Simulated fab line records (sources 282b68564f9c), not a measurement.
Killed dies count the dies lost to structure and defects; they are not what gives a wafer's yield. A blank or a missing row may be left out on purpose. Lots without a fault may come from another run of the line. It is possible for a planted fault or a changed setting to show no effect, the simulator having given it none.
What tool caused it? :: flow rit cmos :: Sampling: 14 lots, 42 wafers, 3 of 202 route steps

WHAT THE GAUGES READ, wafer by wafer
RIT_SILICIDE_RS_MEAS_02: a four-point-probe measurement. Usual: SILICIDE_TI_RS 48.0 ohm/sq, standard deviation 0.69.
lot: L356
measured: day 3 03:29
on: film metro-01
SILICIDE_TI_RS (ohm/sq): 47.8 48.0 47.9
flag: 

lot: L357
measured: day 3 07:10
on: film metro-03
SILICIDE_TI_RS (ohm/sq): 48.2 48.6 48.2
flag: 

lot: L358
measured: day 3 12:42
on: film metro-02
SILICIDE_TI_RS (ohm/sq): 47.3 47.7 47.0
flag: 

lot: L359
measured: day 3 17:43
on: film metro-01
SILICIDE_TI_RS (ohm/sq): 48.3 48.0 47.9
flag: 

lot: L360
measured: day 3 23:43
on: film metro-01
SILICIDE_TI_RS (ohm/sq): 47.4 47.6 47.1
flag: 

lot: L361
measured: day 4 07:02
on: film metro-03
SILICIDE_TI_RS (ohm/sq): 46.3 46.6 46.1
flag: 

lot: L362
measured: day 4 09:07
on: film metro-03
SILICIDE_TI_RS (ohm/sq): 48.2 48.4 48.7
flag: 

lot: L363
measured: day 4 13:52
on: film metro-02
SILICIDE_TI_RS (ohm/sq): 47.9 47.5 47.5
flag: 

lot: L364
measured: day 4 21:34
on: film metro-03
SILICIDE_TI_RS (ohm/sq): 48.3 48.1 48.0
flag: 

lot: L369
measured: day 6 00:27
on: film metro-03
SILICIDE_TI_RS (ohm/sq): 48.2 48.3 48.7
flag: 

lot: L372
measured: day 6 11:04
on: film metro-01
SILICIDE_TI_RS (ohm/sq): 48.8 48.3 55.0
flag: OFF

lot: L374
measured: day 6 21:20
on: film metro-02
SILICIDE_TI_RS (ohm/sq): 48.4 54.6 48.0
flag: OFF

lot: L377
measured: day 7 10:29
on: film metro-03
SILICIDE_TI_RS (ohm/sq): 47.7 47.5 48.0
flag: 

lot: L379
measured: day 7 22:11
on: film metro-02
SILICIDE_TI_RS (ohm/sq): 47.8 48.5 47.6
flag: 

RIT_SILICIDE_THK_MEAS_03: measures by xrf. Usual: SILICIDE_TI_THK 29.3 nm, standard deviation 0.35.
lot: L356
measured: day 3 03:36
on: film metro-01
SILICIDE_TI_THK (nm): 29.3 29.2 29.3
flag: 

lot: L357
measured: day 3 07:16
on: film metro-03
SILICIDE_TI_THK (nm): 29.5 29.5 29.5
flag: 

lot: L358
measured: day 3 12:49
on: film metro-02
SILICIDE_TI_THK (nm): 29.6 29.5 29.8
flag: 

lot: L359
measured: day 3 17:50
on: film metro-01
SILICIDE_TI_THK (nm): 29.0 29.1 29.2
flag: 

lot: L360
measured: day 3 23:50
on: film metro-01
SILICIDE_TI_THK (nm): 29.7 29.4 29.6
flag: 

lot: L361
measured: day 4 07:09
on: film metro-03
SILICIDE_TI_THK (nm): 30.4 30.2 30.4
flag: 

lot: L362
measured: day 4 09:13
on: film metro-03
SILICIDE_TI_THK (nm): 29.5 29.4 29.2
flag: 

lot: L363
measured: day 4 13:59
on: film metro-02
SILICIDE_TI_THK (nm): 29.2 29.4 29.5
flag: 

lot: L364
measured: day 4 21:40
on: film metro-03
SILICIDE_TI_THK (nm): 29.4 29.6 29.6
flag: 

lot: L369
measured: day 6 00:32
on: film metro-03
SILICIDE_TI_THK (nm): 29.3 29.3 29.0
flag: 

lot: L372
measured: day 6 11:11
on: film metro-01
SILICIDE_TI_THK (nm): 28.7 29.0 26.1
flag: OFF

lot: L374
measured: day 6 21:26
on: film metro-02
SILICIDE_TI_THK (nm): 29.2 26.4 29.3
flag: 

lot: L377
measured: day 7 10:36
on: film metro-03
SILICIDE_TI_THK (nm): 29.6 29.7 29.5
flag: 

lot: L379
measured: day 7 22:17
on: film metro-02
SILICIDE_TI_THK (nm): 29.2 28.8 29.3
flag: 

WHICH TOOL RAN EACH LOT (tool, then ch and the chambers of the sampled wafers, then the start)
lot: L356
RIT_SILICIDE_SPUTTER_01: pvd sputter-03, day 3 03:20

lot: L357
RIT_SILICIDE_SPUTTER_01: pvd sputter-02, day 3 06:59

lot: L358
RIT_SILICIDE_SPUTTER_01: pvd sputter-03, day 3 12:33

lot: L359
RIT_SILICIDE_SPUTTER_01: pvd sputter-02, day 3 17:34

lot: L360
RIT_SILICIDE_SPUTTER_01: pvd sputter-03, day 3 23:34

lot: L361
RIT_SILICIDE_SPUTTER_01: pvd sputter-02, day 4 06:52

lot: L362
RIT_SILICIDE_SPUTTER_01: pvd sputter-03, day 4 08:56

lot: L363
RIT_SILICIDE_SPUTTER_01: pvd sputter-02, day 4 13:43

lot: L364
RIT_SILICIDE_SPUTTER_01: pvd sputter-04, day 4 21:22

lot: L369
RIT_SILICIDE_SPUTTER_01: pvd sputter-02, day 6 00:14

lot: L372
RIT_SILICIDE_SPUTTER_01: pvd sputter-04, day 6 10:55

lot: L374
RIT_SILICIDE_SPUTTER_01: pvd sputter-04, day 6 21:10

lot: L377
RIT_SILICIDE_SPUTTER_01: pvd sputter-02, day 7 10:20

lot: L379
RIT_SILICIDE_SPUTTER_01: pvd sputter-02, day 7 22:00
- RIT_SILICIDE_SPUTTER_01: material Ti, target thk 30 nm, time 240 s.

WHAT THE TOOLS THEMSELVES READ (means of the sampled wafers that have a number; where no wafer has one, the mark that the record gives instead)
RIT_SILICIDE_SPUTTER_01. Usual: throttle valve pct reads 30.1 % (standard deviation 0.79).
lot: L356
tool: pvd sputter-03
throttle valve pct (%): 30.1
flag: 

lot: L357
tool: pvd sputter-02
throttle valve pct (%): 30.5
flag: 

lot: L358
tool: pvd sputter-03
throttle valve pct (%): 29.6
flag: 

lot: L359
tool: pvd sputter-02
throttle valve pct (%): 30.4
flag: 

lot: L360
tool: pvd sputter-03
throttle valve pct (%): 30.6
flag: 

lot: L361
tool: pvd sputter-02
throttle valve pct (%): 29.8
flag: 

lot: L362
tool: pvd sputter-03
throttle valve pct (%): 30.4
flag: 

lot: L363
tool: pvd sputter-02
throttle valve pct (%): 30.3
flag: 

lot: L364
tool: pvd sputter-04
throttle valve pct (%): 29.7
flag: 

lot: L369
tool: pvd sputter-02
throttle valve pct (%): 29.8
flag: 

lot: L372
tool: pvd sputter-04
throttle valve pct (%): 30.1
flag: 

lot: L374
tool: pvd sputter-04
throttle valve pct (%): 30.1
flag: 

lot: L377
tool: pvd sputter-02
throttle valve pct (%): 30.3
flag: 

lot: L379
tool: pvd sputter-02
throttle valve pct (%): 29.8
flag: 

THE ANSWER, worked out from the rows above alone
Rule: take the mean of a lot's wafers that have a number; if it is more than 3 standard deviations from the usual mean, the lot is off. Also off: a lot with no number at a reading for which 4 or more lots have one. Any other lot the step has rows for is counted as sound. The gauges are gone through in route order, then the tools' own readings, and for those a lot's mean is taken as printed above. At the first step where some lot is off, the reading lying furthest off is the one used; lots without a number count as furthest.
Off: L372, L374, seen at RIT_SILICIDE_RS_MEAS_02 (SILICIDE_TI_RS).
A tool fits if, at a process step before that reading, it ran every lot that is off, and no sound lot after the first of them. Those tools and the gauges at RIT_SILICIDE_RS_MEAS_02 are tried in the same way. One fits: pvd sputter-04 at RIT_SILICIDE_SPUTTER_01. Its last sound lot is L364 (day 4 21:22), its first lot that is off L372 (day 6 10:55): a fault that began between those two fits.

WHAT THE SIMULATOR HAD INSERTED
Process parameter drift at RIT_SILICIDE_SPUTTER_01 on pvd sputter-04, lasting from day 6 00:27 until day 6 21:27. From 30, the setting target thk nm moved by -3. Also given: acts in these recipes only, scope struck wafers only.
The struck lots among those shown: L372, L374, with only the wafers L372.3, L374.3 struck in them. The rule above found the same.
